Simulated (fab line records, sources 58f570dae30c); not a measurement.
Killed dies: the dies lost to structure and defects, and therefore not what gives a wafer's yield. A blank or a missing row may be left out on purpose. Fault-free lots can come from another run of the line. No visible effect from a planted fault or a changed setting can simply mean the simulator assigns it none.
Chamber matching    flow berkeley cmos170    4 sister chambers for UCB170_M1_ETCH_11 on rie diel-02
The step etches BARC in N2/H2. 14 wafers are shown with their chamber, then 7 later ones without.

== EACH WAFER AND ITS CHAMBER ==
wafer   chamber  drypump motor current A (A)  throttle valve pct (%)  oes product au (a.u.)
L893.2  3        6.0                          13.01                   0.973
L893.5  1        6.5                          13.12                   0.986
L893.6  2        5.5                          13.44                   0.987
L894.1  0        6.4                          13.24                   1.006
L894.2  1        6.5                          13.11                   0.991
L894.3  2        5.6                          13.45                   0.977
L897.1  3        6.0                          13.03                   0.962
L897.3  1        6.5                          13.12                   0.991
L897.4  2        5.5                          13.45                   0.977
L908.2  0        6.4                          13.26                   1.010
L908.3  1        6.5                          13.10                   1.001
L908.6  0        6.4                          13.26                   1.022
L909.1  3        6.0                          13.02                   0.968
L909.5  0        6.4                          13.26                   1.014

SIGNATURES, as means of the wafers listed above
reading                  chamber 0  chamber 1  chamber 2  chamber 3  scatter within a chamber
drypump motor current A  6.400      6.500      5.533      6.000      0.0258
throttle valve pct       13.2550    13.1125    13.4467    13.0200    0.00917
oes product au           1.01300    0.99225    0.98033    0.96767    0.00621
Rule: distance of a wafer from a chamber = root of the sum over the readings of ((wafer's reading minus chamber's mean) / reading's scatter) squared. If the next closest chamber is less than 2 further off than the closest, the wafer can't be placed; otherwise it belongs to the closest. How the scatter is found: for the shown wafers, subtract from each reading the mean of its chamber, square and add these, divide the total by (wafers less chambers), then take the root.

== WAFERS WHOSE CHAMBER IS MISSING ==
wafer   drypump motor current A (A)  throttle valve pct (%)  oes product au (a.u.)
L909.6  6.5                          13.10                   0.994
L910.2  6.0                          13.03                   0.950
L910.3  6.4                          13.24                   0.996
L910.6  6.5                          13.24                   0.999
L915.1  5.5                          13.47                   0.985
L915.2  6.5                          13.25                   1.012
L915.4  6.5                          13.11                   0.995

== WHICH CHAMBER EACH ONE RAN IN ==
wafer   from the rows above  in truth
L909.6  1                    1
L910.2  3                    3
L910.3  0                    0
L910.6  0                    0
L915.1  2                    2
L915.2  0                    0
L915.4  1                    1
Placed correctly: 7 of 7. Not placeable from these rows: 0. Wrongly placed: 0.
